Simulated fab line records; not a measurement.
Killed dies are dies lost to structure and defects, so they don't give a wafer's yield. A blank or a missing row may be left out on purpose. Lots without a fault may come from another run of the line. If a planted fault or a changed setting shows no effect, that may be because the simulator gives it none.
Split-lot study + flow rit-cmos + 23 wafers read across 5 lots, on a route 202 steps long

## THE SPLIT
At RIT_GATE_DEVELOP_15 (develop time 50 s), the setting develop-time-s was moved away from the recipe's 50 s on 6 of the 23 wafers read, by -3.8% to +11.1%. This setting was run at the recipe's value on the other wafers.

## FROM THE SPLIT TO THE READING: what the file shows between them, 4 steps
- RIT_GATE_CD_MEAS_16: target cd 150 nm
- RIT_GATE_HARDBAKE_18: time 60 s
- RIT_GATE_ETCH_19: etches poly-Si in SF6/CHF3/O2, stops on SiO2, time 165 s, target depth 312.5 nm
- RIT_GATE_STRIP_20: strips in O2, time 180 s

## THE READING
At RIT_GATE_CD_MEAS_90: cd-nm in nanometres, against a target cd of 150 nm. On this fab line, fault-free wafers typically give 149.9 nm with a standard deviation of 2.6 nm.

| wafer  | tool, chamber at the split | develop-time-s as run, s | against the recipe | cd-nm, nm | against lot-mates on the recipe |
|--------|----------------------------|--------------------------|--------------------|-----------|---------------------------------|
| L075.1 | litho-track-02, 0          | 50                       | recipe             | 149.8     | -                               |
| L075.2 | litho-track-02, 0          | 50                       | recipe             | 154.3     | -                               |
| L075.3 | litho-track-02, 0          | 51.94                    | +3.9%              | 153.1     | -2.5                            |
| L075.4 | litho-track-02, 0          | 51.94                    | +3.9%              | 146.1     | -9.5                            |
| L075.6 | litho-track-02, 0          | 50                       | recipe             | 162.7     | -                               |
| L076.2 | litho-track-02, 0          | 50                       | recipe             | 145.2     | -                               |
| L076.3 | litho-track-02, 0          | 50                       | recipe             | 144.6     | -                               |
| L076.4 | litho-track-02, 0          | 55.54                    | +11.1%             | 126.1     | -18.3                           |
| L076.5 | litho-track-02, 0          | 50                       | recipe             | 143.3     | -                               |
| L076.6 | litho-track-02, 0          | 55.54                    | +11.1%             | 127.3     | -17.1                           |
| L079.2 | litho-track-04, 0          | 50                       | recipe             | 146.6     | -                               |
| L079.3 | litho-track-04, 0          | 50                       | recipe             | 150.3     | -                               |
| L079.4 | litho-track-04, 0          | 50                       | recipe             | 151.5     | -                               |
| L079.5 | litho-track-04, 0          | 50                       | recipe             | 152.1     | -                               |
| L079.6 | litho-track-04, 0          | 50                       | recipe             | 145.7     | -                               |
| L080.2 | litho-track-01, 0          | 48.1                     | -3.8%              | 159.9     | +7.4                            |
| L080.3 | litho-track-01, 0          | 50                       | recipe             | 152.2     | -                               |
| L080.4 | litho-track-01, 0          | 50                       | recipe             | 151.0     | -                               |
| L080.5 | litho-track-01, 0          | 48.1                     | -3.8%              | 155.9     | +3.4                            |
| L080.6 | litho-track-01, 0          | 50                       | recipe             | 154.3     | -                               |
| L085.2 | litho-track-01, 0          | 50                       | recipe             | 147.6     | -                               |
| L085.3 | litho-track-01, 0          | 50                       | recipe             | 151.5     | -                               |
| L085.4 | litho-track-01, 0          | 50                       | recipe             | 148.8     | -                               |

THE FIT
A straight line over all 23 wafers: cd-nm changes by -1.95 nm for each +1% of develop-time-s; r = -0.83; the points scatter about the line by 4.8 nm.
The same after taking each lot's own level away (the mean of its wafers on the recipe; 23 wafers): -1.57 nm for each +1%; r = -0.90; scatter 2.8 nm.
According to that fit, moving develop-time-s by its largest amount changes the reading by 17 nm.
The span of the lots' own levels, 144.37 to 155.60 nm, comes to 4.3 times the standard deviation stated above.
Thus the slope moves with the lot-to-lot level: the two fits are different.
Check: -16.9 nm against its lot-mates is what the line predicts for one of the wafers moved furthest among these (+11.1%) when that wafer is left out of the fit. Against them it came out at -18.3 nm.

## THE WHOLE CHAIN: every reading that the file lists as answering this split, in the file's order
| step                | what it does                                                                    | reading                                                     | change (the file's fit)              | r (the file's) |
|---------------------|---------------------------------------------------------------------------------|-------------------------------------------------------------|--------------------------------------|----------------|
| RIT_GATE_CD_MEAS_16 | target cd 150 nm                                                                | cd-nm                                                       | -1.56 nm for each +1% of the setting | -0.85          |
| RIT_GATE_ETCH_19    | etches poly-Si in SF6/CHF3/O2, stops on SiO2, time 165 s, target depth 312.5 nm | GATE.cd-nm (the simulator's own value, which no gauge read) | -1.58 nm for each +1% of the setting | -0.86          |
| RIT_GATE_CD_MEAS_90 | target cd 150 nm                                                                | cd-nm                                                       | -1.57 nm for each +1% of the setting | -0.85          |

## THE FILE'S OWN FIT
cd-nm changes by -1.57 nm for each +1% of develop-time-s, r = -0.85.
